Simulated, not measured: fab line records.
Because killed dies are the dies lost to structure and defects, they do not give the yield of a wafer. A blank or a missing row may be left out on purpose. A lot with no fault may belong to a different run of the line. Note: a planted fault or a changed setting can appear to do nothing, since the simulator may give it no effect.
Problem report in the 8D (eight disciplines) form, filled by code || flow berkeleyCmos170 || the parts of the form that need people (team, actions taken, sign-off) are left out

## 1. WHAT IS WRONG
Wafers without a fault read 56.80 W, standard deviation 0.046; heaterPowerTotalW at UCB170_PWELL_SOFTBAKE_09 reads a mean of 57.41 W on 6 wafers belonging to 2 lots. That is +13 standard deviations from the usual mean.
The step: time 60 s.
The first sign was on wafer L706.2 at day 5 06:07, on lithoTrack-02. Wafers with a number at this step in the record: 42, from 14 lots. Rule for "out", or "out of limits": more than 4 standard deviations from the usual mean. The rest of the wafers with a number are treated as sound.

## 2. WHAT IT IS AND WHAT IT IS NOT
{"question": "which readings at this step", "is": "heaterPowerTotalW, runLengthS", "is not": "-"}
{"question": "which lots", "is": "L706, L709", "is not": "L697, L698, L699, L700, L701, L714, L715, L716, L717, L718, L719, L720"}
{"question": "which wafers of those lots", "is": "all that have a number", "is not": "-"}
{"question": "read on which tools", "is": "lithoTrack-02", "is not": "lithoTrack-03, lithoTrack-04"}
{"question": "when", "is": "from day 5 06:07", "is not": "up to then (15 sound wafers); but 21 sound wafers of L714, L715, L716, L717, L718, L719, L720 came after"}

## 3. SUSPECTS, AND WHAT RULES EACH OUT
Counting: any tool at a process step up to the reading is kept as a suspect provided that every lot that is out went through it and no sound lot did after the first of them.
- lithoTrack-02 at UCB170_PWELL_SOFTBAKE_09 (time 60 s): kept. It ran every lot that is out, first L706 (day 5 06:07), and no sound lot after that; its last sound lot up to then is L701 (day 4 04:02). Out on those wafers are its own readings of heaterPowerTotalW, runLengthS.
Remaining after the count: lithoTrack-02 at UCB170_PWELL_SOFTBAKE_09.

## 4. THE CAUSE (what the simulator had put in)
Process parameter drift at UCB170_PWELL_SOFTBAKE_09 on lithoTrack-02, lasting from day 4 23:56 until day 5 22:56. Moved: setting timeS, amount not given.
After counting, this tool was the only one left.

## 5. SEQUENCE OF EFFECTS, ordered by route
Rows list readings where the struck wafers' mean (over those with a number) sits beyond 3 standard deviations from the usual. Scope: only readings with a usual standard deviation given in the record; hours: median across lots of the time from each lot's start at the first step in this table that gives one to its start at this step; sigmas: change in usual standard deviations.
{"hours": 0, "step": "UCB170_PWELL_SOFTBAKE_09", "reading": "heaterPowerTotalW", "usual": "56.80 W", "on struck wafers": 57.41, "change": "+0.61", "sigmas": "+13"}
{"hours": 0, "step": "UCB170_PWELL_SOFTBAKE_09", "reading": "runLengthS", "usual": "89.19 s", "on struck wafers": 86.98, "change": -2.21, "sigmas": -9.6}
Process steps it contains:
- UCB170_PWELL_SOFTBAKE_09: time 60 s.
Readings that are blank on the struck wafers while sound wafers have them: plateTempC at UCB170_PWELL_SOFTBAKE_09.
At these later measuring or inspecting steps, every struck wafer for which the step has a row has a number for every such reading, and none has moved that far: UCB170_NSD_TW_MEAS_10, UCB170_CONTACT_CD_MEAS_90.

## 6. WHAT WOULD HAVE CAUGHT IT SOONER
In this record the first reading out of limits was taken at day 5 06:07, 6 hours after the fault began at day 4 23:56.
